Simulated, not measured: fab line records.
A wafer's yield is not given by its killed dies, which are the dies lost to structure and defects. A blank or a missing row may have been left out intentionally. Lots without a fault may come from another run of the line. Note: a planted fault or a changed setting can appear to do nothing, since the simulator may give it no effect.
Lot-split experiment | flow rit cmos | 23 wafers read across 5 lots, on a route 202 steps long

== ON THE SPLIT ==
At RIT_GATE_ETCH_19 (etches poly-Si in SF6/CHF3/O2, stops on SiO2, time 165 s, target depth 312.5 nm), the setting time s was moved away from the recipe's 165 s on 9 of the 23 wafers read, by -13.5% to +6.7%. For the rest of the wafers, this setting stayed at what the recipe calls for.

The split's own step is where the reading is taken.

== THE READING ==
oes product au, in a.u., at RIT_GATE_ETCH_19 (etches poly-Si in SF6/CHF3/O2, stops on SiO2, time 165 s, target depth 312.5 nm). A value of 0.857 a.u. with a standard deviation of 0.013 a.u. is what fault-free wafers of this fab line usually give.

wafer  | tool, chamber at the split | time s as run, s | against the recipe | oes product au, a.u. | against lot-mates on the recipe
L077.2 | rie si-01, 3               | 165              | recipe             | 0.852                | -
L077.3 | rie si-01, 0               | 165              | recipe             | 0.841                | -
L077.4 | rie si-01, 1               | 165              | recipe             | 0.842                | -
L077.5 | rie si-01, 2               | 165              | recipe             | 0.850                | -
L077.6 | rie si-01, 1               | 165              | recipe             | 0.844                | -
L078.1 | rie si-02, 0               | 151.2            | -8.4%              | 0.894                | +0.022
L078.3 | rie si-02, 3               | 165              | recipe             | 0.866                | -
L078.4 | rie si-02, 1               | 151.2            | -8.4%              | 0.936                | +0.064
L078.5 | rie si-02, 0               | 151.2            | -8.4%              | 0.902                | +0.030
L078.6 | rie si-02, 1               | 165              | recipe             | 0.878                | -
L080.2 | rie si-02, 2               | 142.8            | -13.5%             | 0.968                | +0.108
L080.3 | rie si-02, 3               | 142.8            | -13.5%             | 0.971                | +0.111
L080.4 | rie si-02, 0               | 165              | recipe             | 0.846                | -
L080.5 | rie si-02, 0               | 142.8            | -13.5%             | 0.948                | +0.088
L080.6 | rie si-02, 3               | 165              | recipe             | 0.874                | -
L081.1 | rie si-01, 3               | 176              | +6.7%              | 0.845                | -0.005
L081.2 | rie si-01, 1               | 176              | +6.7%              | 0.846                | -0.004
L081.3 | rie si-01, 2               | 165              | recipe             | 0.854                | -
L081.4 | rie si-01, 1               | 176              | +6.7%              | 0.833                | -0.017
L081.6 | rie si-01, 3               | 165              | recipe             | 0.846                | -
L083.4 | rie si-02, 2               | 165              | recipe             | 0.856                | -
L083.5 | rie si-02, 2               | 165              | recipe             | 0.869                | -
L083.6 | rie si-02, 1               | 165              | recipe             | 0.885                | -

FIT RESULTS
A straight line over all 23 wafers: oes product au changes by -0.00634 a.u. for each +1% of time s; r = -0.91; the points scatter about the line by 0.018 a.u.
The same after taking each lot's own level away (the mean of its wafers on the recipe; 23 wafers): -0.00564 a.u. for each +1%; r = -0.89; scatter 0.017 a.u.
On that fit, the largest move of time s shifts the reading by 0.076 a.u.
From 0.8458 to 0.8720 a.u.: that is the span of the lots' own levels, equal to 2.0 times the standard deviation above.
So the slope is not independent of the lot-to-lot level: the two fits are not the same.
Check: +0.0751 a.u. against its lot-mates is what the line predicts for one of the wafers moved furthest among these (-13.5%) when that wafer is left out of the fit. Against them it came out at +0.108 a.u.
Tool readings at the split's step, against how far the setting was moved: oes product au r = -0.91.

== FURTHER SPLITS ON THESE WAFERS ==
These wafers also went through other splits before the reading. Each is held against what the fit with the lots' levels taken away leaves over:
other split on the same wafers | wafers away from the commonest value | r with oes product au (lot level and that fit taken away)
RIT_GATE_COAT_11 spin rpm      | 5                                    | +0.06

== THE FILE'S OWN FIT ==
oes product au changes by -0.00595 a.u. for each +1% of time s, r = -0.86.
